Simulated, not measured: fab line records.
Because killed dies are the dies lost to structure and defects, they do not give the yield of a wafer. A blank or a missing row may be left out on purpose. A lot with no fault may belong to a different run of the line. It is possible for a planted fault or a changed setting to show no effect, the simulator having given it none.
The tool behind it: which one? || flow rit_cmos || 7 lots, 21 wafers sampled, at 2 steps of a route of 202

WHAT THE GAUGES READ, wafer by wafer
RIT_ACTIVE_CD_MEAS_90 targets a cd of 1400 nm.
{"lot": "L156", "measured": "day 2 11:17", "on": "cd_sem-01", "cd_nm (nm)": "1398.0 1400.0 1399.9"}
{"lot": "L162", "measured": "day 3 17:55", "on": "cd_sem-02", "cd_nm (nm)": "- - -"}
{"lot": "L166", "measured": "day 4 14:16", "on": "cd_sem-02", "cd_nm (nm)": "1401.0 1400.8 1400.2"}
{"lot": "L168", "measured": "day 5 00:17", "on": "cd_sem-01", "cd_nm (nm)": "1402.1 1399.1 1401.4"}
{"lot": "L170", "measured": "day 5 11:04", "on": "cd_sem-02", "cd_nm (nm)": "1400.9 1398.4 1401.4"}
{"lot": "L172", "measured": "day 5 22:37", "on": "cd_sem-01", "cd_nm (nm)": "1398.7 1398.9 1398.5"}
{"lot": "L174", "measured": "day 6 05:53", "on": "cd_sem-01", "cd_nm (nm)": "1399.7 1399.5 1398.5"}

WHICH TOOL RAN EACH LOT (tool, then ch and the chambers of the sampled wafers, then the start)
{"lot": "L156", "RIT_ACTIVE_ETCH_13": "rie_diel-01 ch 0,1,2, day 2 10:57"}
{"lot": "L162", "RIT_ACTIVE_ETCH_13": "rie_diel-02 ch 2,3, day 3 17:32"}
{"lot": "L166", "RIT_ACTIVE_ETCH_13": "rie_diel-03 ch 0,1,2, day 4 13:56"}
{"lot": "L168", "RIT_ACTIVE_ETCH_13": "rie_diel-01 ch 1,3, day 4 23:57"}
{"lot": "L170", "RIT_ACTIVE_ETCH_13": "rie_diel-03 ch 0,1,2, day 5 10:46"}
{"lot": "L172", "RIT_ACTIVE_ETCH_13": "rie_diel-02 ch 0,3, day 5 22:18"}
{"lot": "L174", "RIT_ACTIVE_ETCH_13": "rie_diel-01 ch 0,1,2, day 6 05:35"}
- RIT_ACTIVE_ETCH_13: etches Si3N4 in SF6, stops on SiO2, time 210 s, target depth 210 nm.

THE ANSWER, worked out from the rows above alone
Rule: usual is defined by the lots themselves. Put in order of their means at a reading, lots are off if they are a third of the lots or fewer, leave a main group of 4 or more, and stand apart from it by a gap of 3 or more times the standard deviation of the main group's means; of several such gaps the widest counts. Not used: any main group whose means are identical at the precision the tables above print for the reading. Also off: a lot with no number at a reading for which 4 or more lots have one. Where the step has rows for the other lots, those lots are counted as sound.
Off at RIT_ACTIVE_CD_MEAS_90 (cd_nm): L162. Without a number there: L162. Main group: mean 1399.8 nm, sd 0.8.
A tool fits if, at a process step before that reading, it ran every lot that is off, and no sound lot after the first of them. The gauges at RIT_ACTIVE_CD_MEAS_90 are tried like those tools. None of those tried fits.

WHAT THE SIMULATOR HAD PUT IN
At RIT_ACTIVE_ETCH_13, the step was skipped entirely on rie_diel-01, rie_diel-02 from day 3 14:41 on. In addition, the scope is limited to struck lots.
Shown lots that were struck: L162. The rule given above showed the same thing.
